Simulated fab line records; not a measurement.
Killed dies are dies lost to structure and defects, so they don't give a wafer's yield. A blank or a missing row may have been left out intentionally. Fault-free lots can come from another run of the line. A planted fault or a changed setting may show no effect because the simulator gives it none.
A lot that was struck, set against a sound lot + flow rit-cmos + 15 out of 202 route steps
Sound: these wafers, L594.1, L594.5, L594.6. The struck wafers were L600.2, L600.4, L600.6. Last of all comes the cause.
Order at every step that has rows: each side's tool, ch and its chambers, its first start. Under that, the readings that differ: sound wafers + struck wafers + difference of the means + sigmas: that difference in standard deviations of wafers without a fault.
alike: words and numbers the same on both sides, and readings whose means are apart by under 2 such deviations; not compared: readings that were withheld, readings missing a value for some wafer, numbers with overlapping values and no deviation given by the record, and bounds like >300 which may hide the same value.
The two part at a step that has a row with sigmas, a row that says differs or no value, or rows on one side only. Numbers that have no deviation but don't overlap get no sigmas and don't part them. Lack of a reading on every wafer of one side parts them only where that side has two or more wafers.

first, 2 steps without rows for these wafers: RIT_NSD_HARDBAKE_07 (time 60 s); RIT_NSD_IMPLANT_08.
RIT_NSD_STRIP_09: strips in O2, time 180 s.
  sound on plasma-asher-02 ch 0,1, day 3 09:19; struck on plasma-asher-03 ch 0,1, day 4 11:57
  alike: drypump-motor-current-A
  not compared: rf-hours-counter-h
RIT_NSD_TW_MEAS_10:
  sound on film-metro-02, day 3 09:29; struck on film-metro-02, day 4 12:08
  alike: NSD_TW
then, 6 steps without rows for these wafers: RIT_PSD_HMDS_00 (prime time 60 s); RIT_PSD_COAT_01 (resist thk 1000 nm); RIT_PSD_SOFTBAKE_02 (time 60 s); RIT_PSD_EXPOSE_03 (exposes mask M10, target cd 40900 nm); RIT_PSD_PEB_04; RIT_PSD_DEVELOP_05 (develop time 50 s).
RIT_PSD_OVL_MEAS_06:
  sound on overlay-02, day 3 10:24; struck on overlay-01, day 4 13:02
| reading      | sound          | struck      | difference | sigmas |
|--------------|----------------|-------------|------------|--------|
| PSD_OVL (nm) | -3.5 -3.1 -3.0 | 1.5 0.9 3.2 | +5.1       | +3     |
then, 1 step without rows for these wafers: RIT_PSD_HARDBAKE_07 (time 60 s).
RIT_PSD_IMPLANT_08:
  struck on implanter-03, day 4 13:15; sound on implanter-03 ch 0, day 3 10:35
  no value came back on the struck wafers for beam-energy-keV, beam-on-s (s); on the sound wafers beam-energy-keV reads 26.481 26.499 26.484
RIT_PSD_STRIP_09: strips in O2, time 180 s.
  sound on plasma-asher-02 ch 0,1, day 3 10:44; struck on plasma-asher-04 ch 0,1, day 4 13:22
  alike: drypump-motor-current-A
  not compared: rf-hours-counter-h
RIT_PSD_TW_MEAS_10:
  sound on film-metro-02, day 3 10:55; struck on film-metro-01, day 4 13:47
| reading | sound          | struck   | difference | sigmas      |
|---------|----------------|----------|------------|-------------|
| PSD_TW  | 3432 3410 3435 | 30 29 30 | -3396      | -99 or more |
  not compared: hold

WHERE THEY PART
At RIT_PSD_OVL_MEAS_06 first; at RIT_PSD_TW_MEAS_10 last (within this record only).

WHY: what had been put in by the simulator
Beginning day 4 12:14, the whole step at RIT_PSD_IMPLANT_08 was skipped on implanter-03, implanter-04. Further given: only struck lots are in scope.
